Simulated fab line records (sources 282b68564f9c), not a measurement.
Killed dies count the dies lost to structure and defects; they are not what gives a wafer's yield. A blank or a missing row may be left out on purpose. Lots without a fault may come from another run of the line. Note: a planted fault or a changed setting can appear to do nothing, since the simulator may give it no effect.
Which tool was responsible? / flow rit-cmos / 14 lots with 42 wafers sampled at 2 steps, on a route of 202 steps

== WHAT THE GAUGES SHOWED, per wafer ==
Not one reading of a measure or inspect step in the record can be checked against a usual standard deviation.

== WHAT TOOL EACH LOT RAN ON (gives the tool, then ch and the chambers of the sampled wafers, and finally the start) ==
lot=L732; RIT_GATE_CLEAN_02=wet-bench-01 ch 1, day 2 09:01; RIT_M1_PROBE_99=-
lot=L733; RIT_GATE_CLEAN_02=wet-bench-01 ch 1, day 2 13:32; RIT_M1_PROBE_99=-
lot=L734; RIT_GATE_CLEAN_02=wet-bench-02 ch 3, day 2 17:15; RIT_M1_PROBE_99=-
lot=L735; RIT_GATE_CLEAN_02=wet-bench-02 ch 2, day 2 22:32; RIT_M1_PROBE_99=-
lot=L736; RIT_GATE_CLEAN_02=wet-bench-02 ch 2, day 3 03:50; RIT_M1_PROBE_99=-
lot=L739; RIT_GATE_CLEAN_02=wet-bench-01 ch 0, day 3 19:05; RIT_M1_PROBE_99=prober-01, day 4 22:08
lot=L740; RIT_GATE_CLEAN_02=wet-bench-02 ch 0, day 3 23:23; RIT_M1_PROBE_99=-
lot=L742; RIT_GATE_CLEAN_02=wet-bench-03 ch 2, day 4 09:49; RIT_M1_PROBE_99=prober-02, day 5 11:33
lot=L743; RIT_GATE_CLEAN_02=wet-bench-03 ch 2, day 4 16:20; RIT_M1_PROBE_99=prober-02, day 5 22:17
lot=L746; RIT_GATE_CLEAN_02=wet-bench-03 ch 2, day 5 07:17; RIT_M1_PROBE_99=prober-01, day 6 08:51
lot=L750; RIT_GATE_CLEAN_02=wet-bench-03 ch 3, day 6 01:52; RIT_M1_PROBE_99=prober-01, day 7 03:07
lot=L751; RIT_GATE_CLEAN_02=wet-bench-03 ch 1, day 6 07:08; RIT_M1_PROBE_99=-
lot=L752; RIT_GATE_CLEAN_02=wet-bench-01 ch 3, day 6 11:35; RIT_M1_PROBE_99=-
lot=L755; RIT_GATE_CLEAN_02=wet-bench-01 ch 2, day 7 03:49; RIT_M1_PROBE_99=prober-02, day 8 04:18
- RIT_GATE_CLEAN_02: cleans in dHF, time 30 s.
- RIT_M1_PROBE_99

== WHAT THE TOOLS THEMSELVES READ (means of the sampled wafers that have a number; where no wafer has one, the mark that the record gives instead) ==
RIT_M1_PROBE_99.
lot=L739 tool=prober-01 killed_at_M0_to_M3=0.0 killed-at-contacts=0.0 killed-at-front-end=6.7 killed-dies=6.7 killed-on-rim=1.3 killed-open=4.0 killed-short=2.7
lot=L742 tool=prober-02 killed_at_M0_to_M3=0.0 killed-at-contacts=0.3 killed-at-front-end=5.3 killed-dies=5.7 killed-on-rim=1.3 killed-open=2.3 killed-short=3.3
lot=L743 tool=prober-02 killed_at_M0_to_M3=0.0 killed-at-contacts=0.0 killed-at-front-end=25.0 killed-dies=25.0 killed-on-rim=9.3 killed-open=2.7 killed-short=4.3
lot=L746 tool=prober-01 killed_at_M0_to_M3=0.0 killed-at-contacts=0.0 killed-at-front-end=26.0 killed-dies=26.0 killed-on-rim=10.7 killed-open=3.3 killed-short=3.0
lot=L750 tool=prober-01 killed_at_M0_to_M3=0.0 killed-at-contacts=0.0 killed-at-front-end=4.7 killed-dies=4.7 killed-on-rim=1.3 killed-open=2.3 killed-short=1.7
lot=L755 tool=prober-02 killed_at_M0_to_M3=0.0 killed-at-contacts=0.7 killed-at-front-end=4.0 killed-dies=4.7 killed-on-rim=1.7 killed-open=3.3 killed-short=1.3

== THE ANSWER, worked out from the rows above alone ==
Rule: what is usual is taken from the lots themselves. The widest of any qualifying gaps counts: lots, ordered by their means at a reading, are off when they make up no more than a third of the lots, leave a main group of 4 or more, and stand apart from it by 3 or more times the standard deviation of that group's means. Not used: any main group whose means are identical at the precision the tables above print for the reading. A lot without any number at a reading at which 4 lots or more have one is off too. The other lots that the step has rows for count as sound. First the gauges in route order, then the tools' own readings, where a lot's mean is used as printed above. The first step at which some lot is off is used, and at that step the reading that is off furthest; a lot without a number counts as furthest.
Off: L743, L746, at RIT_M1_PROBE_99 (killed-on-rim). Mean 1.4 and standard deviation 0.17 in the main group. Neither off nor sound, because the step has no rows for them: L732, L733, L734, L735, L736, L740, L751, L752.
If a tool, at that step or one of the process steps before it, ran each lot that is off and ran no sound lot following the first of them, it fits. Of those tried, none fits.

== WHAT WAS PUT IN BY THE SIMULATOR ==
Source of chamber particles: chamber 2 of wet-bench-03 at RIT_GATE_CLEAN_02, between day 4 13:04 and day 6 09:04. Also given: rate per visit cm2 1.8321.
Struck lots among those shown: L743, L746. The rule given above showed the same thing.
